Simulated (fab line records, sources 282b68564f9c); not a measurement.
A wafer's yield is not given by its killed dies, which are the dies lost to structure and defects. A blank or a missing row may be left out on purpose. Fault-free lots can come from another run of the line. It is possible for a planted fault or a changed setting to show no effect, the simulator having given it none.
Chamber matching    flow rit_cmos    RIT_CONTACT_ETCH_11 on rie_diel-01: 4 sister chambers
The step etches SiO2 in CHF3/CF4/Ar, stops on TiSi2, target depth 480 nm, time 320 s. 18 wafers are shown with their chamber, then 9 later ones without.

WAFERS, EACH WITH ITS CHAMBER
wafer   chamber  drypump_motor_current_A (A)  throttle_valve_pct (%)  oes_product_au (a.u.)
L315.2  3        6.4                          8.74                    1.014
L315.5  0        5.2                          8.79                    1.000
L315.6  3        6.5                          8.74                    1.015
L318.2  1        6.7                          8.84                    0.974
L318.5  3        6.5                          8.72                    1.015
L318.6  2        5.2                          8.90                    0.957
L320.3  2        5.2                          8.88                    0.964
L320.4  3        6.5                          8.74                    1.014
L320.6  1        6.7                          8.83                    0.963
L324.1  0        5.2                          8.77                    0.996
L324.4  1        6.6                          8.84                    0.972
L324.6  1        6.6                          8.85                    0.983
L328.2  2        5.2                          8.91                    0.952
L328.3  1        6.6                          8.83                    0.970
L328.4  2        5.2                          8.89                    0.951
L331.2  1        6.6                          8.84                    0.980
L331.3  3        6.5                          8.75                    1.014
L331.5  3        6.5                          8.74                    1.019

SIGNATURES (averages over the wafers above)
reading                  chamber 0  chamber 1  chamber 2  chamber 3  scatter within a chamber
drypump_motor_current_A  5.200      6.633      5.200      6.483      0.0393
throttle_valve_pct       8.7800     8.8383     8.8950     8.7383     0.0102
oes_product_au           0.99800    0.97367    0.95600    1.01517    0.00528
Rule: for a wafer and a chamber, the distance is found by dividing, reading by reading, the gap between the wafer's reading and the chamber's mean by the reading's scatter, squaring, summing and taking the root. If the next closest chamber is less than 2 further off than the closest, the wafer can't be placed; otherwise it belongs to the closest. How the scatter is found: for the shown wafers, subtract from each reading the mean of its chamber, square and add these, divide the total by (wafers less chambers), then take the root.

WAFERS WITH NO CHAMBER GIVEN
wafer   drypump_motor_current_A (A)  throttle_valve_pct (%)  oes_product_au (a.u.)
L332.1  6.4                          8.74                    1.013
L332.2  5.2                          8.89                    0.957
L332.6  6.7                          8.86                    0.978
L334.1  5.2                          8.80                    0.982
L334.2  6.5                          8.73                    1.008
L334.3  6.6                          8.85                    0.978
L336.2  6.4                          8.74                    1.009
L336.3  5.2                          8.80                    0.991
L336.4  6.7                          8.86                    0.969

WHICH CHAMBER EACH WENT THROUGH
wafer   from the rows above  in truth
L332.1  3                    3
L332.2  2                    2
L332.6  1                    1
L334.1  0                    0
L334.2  3                    3
L334.3  1                    1
L336.2  3                    3
L336.3  0                    0
L336.4  1                    1
Placed correctly: 9 of 9. Left unplaced by these rows: 0. Number placed wrongly: 0.
